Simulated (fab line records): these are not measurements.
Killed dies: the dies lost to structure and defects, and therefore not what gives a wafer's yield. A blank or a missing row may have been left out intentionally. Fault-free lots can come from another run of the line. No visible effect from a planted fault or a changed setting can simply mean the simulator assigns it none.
Tool commonality check :: flow berkeley_cmos170 :: 14 lots, 48 wafers sampled

## WHY THIS WAS OPENED
At UCB170_M2_RS_MEAS_02 the reading M2_AL_RS is flagged on 2 of 14 lots. No-fault wafers: 0.0324 ohm/sq, standard deviation 0.00038.
Rule: flag the lot when none of its wafers has a number, or when each of its wafers that has one lies beyond 4 standard deviations from that mean. All remaining lots are regarded as sound.

lot: L342
measured: day 8 04:46
on: film_metro-02
M2_AL_RS (ohm/sq), wafer by wafer: 0.0329 0.0330 0.0323
flag: 

lot: L341
measured: day 8 05:06
on: film_metro-03
M2_AL_RS (ohm/sq), wafer by wafer: 0.0329 0.0327 0.0327
flag: 

lot: L343
measured: day 8 14:40
on: film_metro-02
M2_AL_RS (ohm/sq), wafer by wafer: 0.0329 0.0325 0.0326
flag: 

lot: L345
measured: day 8 21:27
on: film_metro-04
M2_AL_RS (ohm/sq), wafer by wafer: 0.0327 0.0329 0.0331
flag: 

lot: L346
measured: day 8 22:32
on: film_metro-03
M2_AL_RS (ohm/sq), wafer by wafer: 0.0327 0.0320 0.0323
flag: 

lot: L350
measured: day 9 06:58
on: film_metro-04
M2_AL_RS (ohm/sq), wafer by wafer: 0.0327 0.0320 0.0329
flag: 

lot: L347
measured: day 9 07:10
on: film_metro-04
M2_AL_RS (ohm/sq), wafer by wafer: 0.0319 0.0321 0.0320
flag: 

lot: L349
measured: day 9 07:16
on: film_metro-02
M2_AL_RS (ohm/sq), wafer by wafer: 0.0329 0.0326 0.0331
flag: 

lot: L348
measured: day 9 07:34
on: film_metro-04
M2_AL_RS (ohm/sq), wafer by wafer: 0.0222 0.0223 0.0221 0.0223 0.0223 0.0221
flag: FLAGGED

lot: L352
measured: day 9 18:47
on: film_metro-04
M2_AL_RS (ohm/sq), wafer by wafer: 0.0324 0.0325 0.0323
flag: 

lot: L355
measured: day 10 19:34
on: film_metro-04
M2_AL_RS (ohm/sq), wafer by wafer: 0.0220 0.0221 0.0219 0.0220 0.0221 0.0219
flag: FLAGGED

lot: L358
measured: day 10 21:46
on: film_metro-04
M2_AL_RS (ohm/sq), wafer by wafer: 0.0324 0.0327 0.0321
flag: 

lot: L361
measured: day 11 16:24
on: film_metro-04
M2_AL_RS (ohm/sq), wafer by wafer: 0.0320 0.0320 0.0321
flag: 

lot: L362
measured: day 11 16:40
on: film_metro-02
M2_AL_RS (ohm/sq), wafer by wafer: 0.0320 0.0318 0.0319
flag: 
The mean of the flagged lots' numbers is 0.0221 ohm/sq, -0.0103 ohm/sq from the usual (-27 standard deviations).

## TOOL THAT RAN EACH LOT
The record holds 1 process step before the reading, out of a route of 331 steps. Read each cell as the tool, then ch plus the chambers that the sampled wafers visited, then the start.
lot: L342
flag: 
UCB170_M2_SPUTTER_01: pvd_sputter-01, day 8 04:40

lot: L341
flag: 
UCB170_M2_SPUTTER_01: pvd_sputter-03, day 8 05:00

lot: L343
flag: 
UCB170_M2_SPUTTER_01: pvd_sputter-03, day 8 14:33

lot: L345
flag: 
UCB170_M2_SPUTTER_01: pvd_sputter-03, day 8 21:22

lot: L346
flag: 
UCB170_M2_SPUTTER_01: pvd_sputter-01, day 8 22:26

lot: L350
flag: 
UCB170_M2_SPUTTER_01: pvd_sputter-01, day 9 06:52

lot: L347
flag: 
UCB170_M2_SPUTTER_01: pvd_sputter-02, day 9 07:03

lot: L349
flag: 
UCB170_M2_SPUTTER_01: pvd_sputter-03, day 9 07:10

lot: L348
flag: FLAGGED
UCB170_M2_SPUTTER_01: pvd_sputter-01, day 9 07:28

lot: L352
flag: 
UCB170_M2_SPUTTER_01: pvd_sputter-03, day 9 18:39

lot: L355
flag: FLAGGED
UCB170_M2_SPUTTER_01: pvd_sputter-01, day 10 19:27

lot: L358
flag: 
UCB170_M2_SPUTTER_01: pvd_sputter-03, day 10 21:40

lot: L361
flag: 
UCB170_M2_SPUTTER_01: pvd_sputter-03, day 11 16:19

lot: L362
flag: 
UCB170_M2_SPUTTER_01: pvd_sputter-02, day 11 16:34
These steps, and what they do:
- UCB170_M2_SPUTTER_01: material Al, target thk 900 nm, time 120 s.
- UCB170_M2_RS_MEAS_02: measures by four-point-probe.

## FLAGGED AGAINST TOTAL, ONE TOOL AT A TIME (gauges that did the reading follow at the end)
step: UCB170_M2_SPUTTER_01
tool: pvd_sputter-01
lots run: 5
flagged: 2
share of the flagged lots: all
sound lots run after its first flagged lot: 0

step: UCB170_M2_SPUTTER_01
tool: pvd_sputter-02
lots run: 2
flagged: 0
share of the flagged lots: none
sound lots run after its first flagged lot: -

step: UCB170_M2_SPUTTER_01
tool: pvd_sputter-03
lots run: 7
flagged: 0
share of the flagged lots: none
sound lots run after its first flagged lot: -

step: UCB170_M2_RS_MEAS_02
tool: film_metro-02
lots run: 4
flagged: 0
share of the flagged lots: none
sound lots run after its first flagged lot: -

step: UCB170_M2_RS_MEAS_02
tool: film_metro-03
lots run: 2
flagged: 0
share of the flagged lots: none
sound lots run after its first flagged lot: -

step: UCB170_M2_RS_MEAS_02
tool: film_metro-04
lots run: 8
flagged: 2
share of the flagged lots: all
sound lots run after its first flagged lot: 3 (L352,L358,L361)

## WHAT THE TABLE ALLOWS
Every flagged lot went through 2 rows of the table: pvd_sputter-01 at UCB170_M2_SPUTTER_01 and film_metro-04 at UCB170_M2_RS_MEAS_02.
- pvd_sputter-01 at UCB170_M2_SPUTTER_01 ran 5 lots, 2 of them flagged. Its last sound lot is L350 (day 9 06:52), its first flagged lot L348 (day 9 07:28): a fault that began between those two fits.
- film_metro-04 at UCB170_M2_RS_MEAS_02 ran 8 lots, 2 of them flagged. Sound lots ran on it after the first flagged one (L352, L358, L361), which a lasting fault on the whole tool wouldn't allow.
One tool is left: pvd_sputter-01 at UCB170_M2_SPUTTER_01.

## WHAT THE SIMULATOR HAD INSERTED
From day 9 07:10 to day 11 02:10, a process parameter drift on pvd_sputter-01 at UCB170_M2_SPUTTER_01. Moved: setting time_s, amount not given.
Struck lots among those shown: L348, L355. The rule given above showed the same thing.
